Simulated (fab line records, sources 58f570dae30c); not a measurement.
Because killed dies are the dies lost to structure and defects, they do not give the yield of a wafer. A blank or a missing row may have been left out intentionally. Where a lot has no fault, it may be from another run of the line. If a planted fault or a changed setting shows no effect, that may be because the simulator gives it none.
Chamber matching | flow berkeleyCmos170 | 4 sister chambers for UCB170_V1_CMP_02 on cmp-01
The step polishes SiO2. 16 wafers are shown with their chamber, then 8 later ones without.

## WAFERS PAIRED WITH THEIR CHAMBERS
wafer  | chamber | motorCurrentA (A) | platenRpm (rpm)
L937.2 | 1       | 16.4              | 59.96
L937.4 | 2       | 17.7              | 59.98
L937.6 | 1       | 16.0              | 59.99
L941.1 | 0       | 16.7              | 60.05
L941.2 | 2       | 16.9              | 60.02
L941.3 | 3       | 15.4              | 60.10
L942.1 | 0       | 17.1              | 60.01
L942.2 | 2       | 16.9              | 60.01
L942.5 | 3       | 15.6              | 60.04
L945.1 | 3       | 15.3              | 59.95
L945.4 | 2       | 16.7              | 59.96
L945.6 | 0       | 17.2              | 59.94
L948.1 | 0       | 16.7              | 60.04
L948.2 | 1       | 16.0              | 59.96
L948.3 | 3       | 14.7              | 59.99
L952.1 | 2       | 16.4              | 60.08

SIGNATURES, as means of the wafers listed above
reading       | chamber 0 | chamber 1 | chamber 2 | chamber 3 | scatter within a chamber
motorCurrentA | 16.925    | 16.133    | 16.920    | 15.250    | 0.376
platenRpm     | 60.0100   | 59.9700   | 60.0100   | 60.0200   | 0.0492
Rule: a wafer's distance from a chamber is the root of the sum, over the readings, of the square of ((its reading less the chamber's mean) divided by the reading's scatter). If the next closest chamber is less than 2 further off than the closest, the wafer can't be placed; otherwise it belongs to the closest. The scatter: take each reading less its chamber's mean, square it, sum over the shown wafers, divide by the number of wafers less the number of chambers, and take the root.

## WAFERS MISSING THEIR CHAMBER
wafer  | motorCurrentA (A) | platenRpm (rpm)
L952.2 | 15.8              | 60.00
L952.3 | 15.6              | 60.02
L955.2 | 17.8              | 59.98
L955.3 | 15.7              | 59.93
L955.6 | 17.1              | 60.00
L959.2 | 17.2              | 59.98
L959.3 | 15.9              | 59.99
L959.4 | 17.4              | 59.95

## WHICH CHAMBER EACH WENT THROUGH
wafer  | from the rows above               | in truth
L952.2 | can't be placed: 1 or 3 or 2 or 0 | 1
L952.3 | can't be placed: 3 or 1           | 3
L955.2 | can't be placed: 0 or 2           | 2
L955.3 | can't be placed: 1 or 3           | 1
L955.6 | can't be placed: 0 or 2           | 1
L959.2 | can't be placed: 0 or 2 or 1      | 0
L959.3 | can't be placed: 1 or 3           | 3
L959.4 | can't be placed: 0 or 2 or 1      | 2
Correctly placed: 0 of 8. Cannot be placed on the basis of these rows: 8; the candidates contain the true chamber in 7. Number placed wrongly: 0.
